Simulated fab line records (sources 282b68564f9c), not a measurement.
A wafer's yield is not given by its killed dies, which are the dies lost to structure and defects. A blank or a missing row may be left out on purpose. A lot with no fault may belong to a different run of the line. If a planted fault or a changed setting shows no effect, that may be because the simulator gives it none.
The tool behind it: which one? ; flow rit cmos ; 13 lots, 39 wafers sampled, at 2 steps of a route of 202

WHAT THE GAUGES SHOWED, per wafer
RIT_ACTIVE_THK_MEAS_04. Usual: ACTIVE_NITRIDE_THK gives 150.2 nm (standard deviation 1.4).
lot;measured;on;ACTIVE_NITRIDE_THK (nm);flag
L511;day 1 13:32;film metro-02;149.7 149.3 150.1;
L512;day 1 18:32;film metro-01;150.9 150.9 151.5;
L513;day 1 23:34;film metro-02;149.5 152.3 151.5;
L515;day 2 10:36;film metro-01;151.5 151.4 151.6;
L516;day 2 15:56;film metro-04;149.5 149.1 150.9;
L518;day 3 01:39;film metro-01;148.8 147.6 147.2;
L520;day 3 12:34;film metro-02;149.8 148.7 149.8;
L523;day 4 01:32;film metro-04;151.9 152.8 151.9;
L524;day 4 08:50;film metro-02;151.6 152.5 151.7;
L530;day 5 12:49;film metro-02;196.8 194.7 195.1;OFF
L531;day 5 18:37;film metro-04;151.9 151.6 152.5;
L533;day 6 04:38;film metro-04;149.0 150.0 150.5;
L534;day 6 09:07;film metro-01;150.0 151.2 151.0;

EACH LOT AND THE TOOL THAT RAN IT (in order: tool; ch and the chambers of the sampled wafers; start)
lot;RIT_ACTIVE_CVD_03
L511;lpcvd-01 ch 1, day 1 12:07
L512;lpcvd-02 ch 0, day 1 17:07
L513;lpcvd-02 ch 1, day 1 22:08
L515;lpcvd-02 ch 0, day 2 09:11
L516;lpcvd-01 ch 0, day 2 14:31
L518;lpcvd-01 ch 1, day 3 00:14
L520;lpcvd-01 ch 0, day 3 11:08
L523;lpcvd-01 ch 1, day 4 00:07
L524;lpcvd-01 ch 1, day 4 07:25
L530;lpcvd-01 ch 0, day 5 11:23
L531;lpcvd-02 ch 1, day 5 16:29
L533;lpcvd-02 ch 1, day 6 03:13
L534;lpcvd-02 ch 0, day 6 07:42
- RIT_ACTIVE_CVD_03: deposits Si3N4 from SiH2Cl2/NH3, target thk 150 nm, time 1500 s.

WHAT THE TOOLS THEMSELVES READ (means of the sampled wafers that have a number; where no wafer has one, the mark that the record gives instead)
RIT_ACTIVE_CVD_03. Usual: pressure mtorr 299.9 mTorr, standard deviation 0.69; spike tc centre C 813.4 C, standard deviation 1.2; spike tc load C 836.7 C, standard deviation 2.8; spike tc source C 833.6 C, standard deviation 2.4; susceptor temp C 810.1 C, standard deviation 0.35.
lot;tool;pressure mtorr (mTorr);spike tc centre C (C);spike tc load C (C);spike tc source C (C);susceptor temp C (C);flag
L511;lpcvd-01;300.9;811.5;839.4;834.6;810.4;
L512;lpcvd-02;298.8;813.1;834.7;834.5;810.1;
L513;lpcvd-02;300.4;813.6;832.8;836.4;810.3;
L515;lpcvd-02;299.4;814.3;834.2;834.4;810.0;
L516;lpcvd-01;299.5;813.2;838.4;830.8;810.1;
L518;lpcvd-01;298.9;812.0;839.2;833.7;810.2;
L520;lpcvd-01;299.6;815.1;838.4;830.5;810.2;
L523;lpcvd-01;300.7;812.8;838.5;834.6;810.2;
L524;lpcvd-01;299.9;813.6;839.6;834.8;810.3;
L530;lpcvd-01;300.3;830.0;853.4;845.2;824.5;OFF
L531;lpcvd-02;300.4;812.8;831.9;835.4;810.2;
L533;lpcvd-02;299.9;812.7;832.7;835.4;809.8;
L534;lpcvd-02;299.9;814.0;835.3;833.9;810.5;

THE ANSWER, worked out from the rows above alone
Rule: a lot counts as off when the mean over its wafers that have a number is more than 3 standard deviations away from the usual mean. Also off: a lot with no number at a reading for which 4 or more lots have one. Where the step has rows for the other lots, those lots are counted as sound. The gauges are gone through in route order, then the tools' own readings, and for those a lot's mean is taken as printed above. At the first step where some lot is off, the reading lying furthest off is the one used; lots without a number count as furthest.
Off: L530, seen at RIT_ACTIVE_THK_MEAS_04 (ACTIVE_NITRIDE_THK).
A tool fits if, at a process step before that reading, it ran every lot that is off, and no sound lot after the first of them. Not tried: the gauges at RIT_ACTIVE_THK_MEAS_04; whatever is off there is also off at RIT_ACTIVE_CVD_03, on other tools, and gauge error can't account for it. One fits: RIT_ACTIVE_CVD_03 on lpcvd-01. A fault onset in the window from L524 (day 4 07:25, its last sound lot) to L530 (day 5 11:23, its first lot off) fits.
The tool's own readings at RIT_ACTIVE_CVD_03 bear it out: on the lots that are off they differ by more than 5 times the standard deviation of the sound lots' means. spike tc centre C reads 830.0 C there against 813.2 C on the sound lots; spike tc load C reads 853.4 C there against 836.3 C on the sound lots; spike tc source C reads 845.2 C there against 834.1 C on the sound lots; susceptor temp C reads 824.5 C there against 810.2 C on the sound lots.

WHAT HAD BEEN PUT IN BY THE SIMULATOR
lpcvd-01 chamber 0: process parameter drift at RIT_ACTIVE_CVD_03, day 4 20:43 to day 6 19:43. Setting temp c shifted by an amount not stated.
Struck lots among those shown: L530. Same finding as the rule above.
